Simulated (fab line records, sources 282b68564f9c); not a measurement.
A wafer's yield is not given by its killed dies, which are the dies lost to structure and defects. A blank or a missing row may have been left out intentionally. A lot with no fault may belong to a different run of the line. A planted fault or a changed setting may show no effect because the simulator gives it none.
The same fault as seen by 2 desks || flow rit_cmos || every desk sees just its own numbers, and what lay behind them comes last

THE METROLOGY DESK
Lot by lot, what the gauges showed, no matter which tool ran the lot: averages of those sampled wafers that carry a number. A lot is out of limits, marked OUT, if its mean lies more than 4 standard deviations from the usual mean; the brackets give that distance.
Columns: A = NRETRO_OVL at RIT_NRETRO_OVL_MEAS_06, usual 0.2 nm; B = SPACER_NITRIDE_THK at RIT_SPACER_THK_MEAS_04, usual 250.3 nm; C = NSD_TW at RIT_NSD_TW_MEAS_10, usual 3166
{"lot": "L916", "first seen here": "day 2 05:30", "A": 1.6, "B": 248.6, "C": 3129}
{"lot": "L917", "first seen here": "day 2 11:03", "A": 0.5, "B": 251.4, "C": 3159}
{"lot": "L918", "first seen here": "day 2 17:03", "A": 0.5, "B": 249.2, "C": 3141}
{"lot": "L919", "first seen here": "day 2 21:11", "A": -0.4, "B": 255.6, "C": 3190}
{"lot": "L920", "first seen here": "day 3 01:28", "A": -0.3, "B": 251.9, "C": 3199}
{"lot": "L921", "first seen here": "day 3 06:34", "A": -0.6, "B": 248.1, "C": 3135}
{"lot": "L922", "first seen here": "day 3 11:34", "A": 1.0, "B": 250.7, "C": 3180}
{"lot": "L923", "first seen here": "day 3 18:15", "A": 1.1, "B": 246.9, "C": 3185}
{"lot": "L925", "first seen here": "day 4 02:47", "A": 0.9, "B": 253.4, "C": 3172}
{"lot": "L926", "first seen here": "day 4 08:27", "A": -0.1, "B": 249.4, "C": 3178}
{"lot": "L928", "first seen here": "day 4 18:44", "A": 0.5, "B": "237.3 (-5.4) OUT", "C": 3182}
{"lot": "L930", "first seen here": "day 5 03:41", "A": -0.6, "B": "232.1 (-7.6) OUT", "C": 3160}
{"lot": "L933", "first seen here": "day 5 22:37", "A": -0.1, "B": 249.1, "C": 3151}
Per this desk, out of limits: L928, L930; the first was L928, day 5 13:53 (SPACER_NITRIDE_THK at RIT_SPACER_THK_MEAS_04). L916, L917, L918, L919, L920, L921, L922, L923, L925, L926, L933: within limits.

TOOL OWNER'S DESK, lpcvd-02
The tool's own readings at RIT_SPACER_CVD_03 (deposits Si3N4 from SiH2Cl2/NH3, target thk 250 nm, time 3300 s): means of the sampled wafers that have a number, for each lot that ran on this tool. A lot is out of limits, marked OUT, if its mean lies more than 4 standard deviations from the usual mean; the brackets give that distance.
Columns: A = nh3_flow_sccm at RIT_SPACER_CVD_03, usual 150.1 sccm; B = pressure_mtorr at RIT_SPACER_CVD_03, usual 300.1 mTorr; C = zone_power_load_pct at RIT_SPACER_CVD_03, usual 22.8 %
{"lot": "L916", "first seen here": "day 2 19:43", "A": 150.7, "B": 299.8, "C": 24.5}
{"lot": "L921", "first seen here": "day 3 21:45", "A": 149.5, "B": 299.7, "C": 25.8}
{"lot": "L926", "first seen here": "day 4 22:37", "A": 149.6, "B": 299.6, "C": 24.3}
{"lot": "L928", "first seen here": "day 5 11:59", "A": 150.5, "B": "239.9 (-99 or more) OUT", "C": 24.2}
{"lot": "L930", "first seen here": "day 5 20:46", "A": 149.9, "B": "241.0 (-99 or more) OUT", "C": 24.7}
This desk finds L928, L930 out of limits, L928 being first, at day 5 11:59 (pressure_mtorr at RIT_SPACER_CVD_03). L916, L921, L926: within limits.

PUT TOGETHER
At day 5 11:59, on L928, L930, the tool owner's desk was in a position to raise an alarm.
At day 5 13:53 the metrology desk could have sounded an alarm, on L928, L930.
Every lot named ran RIT_SPACER_CVD_03 on lpcvd-02.

WHAT THE SIMULATOR HAD PUT IN
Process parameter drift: lpcvd-02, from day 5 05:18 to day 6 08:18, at RIT_SPACER_CVD_03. From 300, the setting pressure_mtorr moved by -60. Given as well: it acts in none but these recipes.
Shown lots that were struck: L928, L930.
Fault start to first reading out of limits, in hours, per desk: tool owner, 7; metrology, 9.
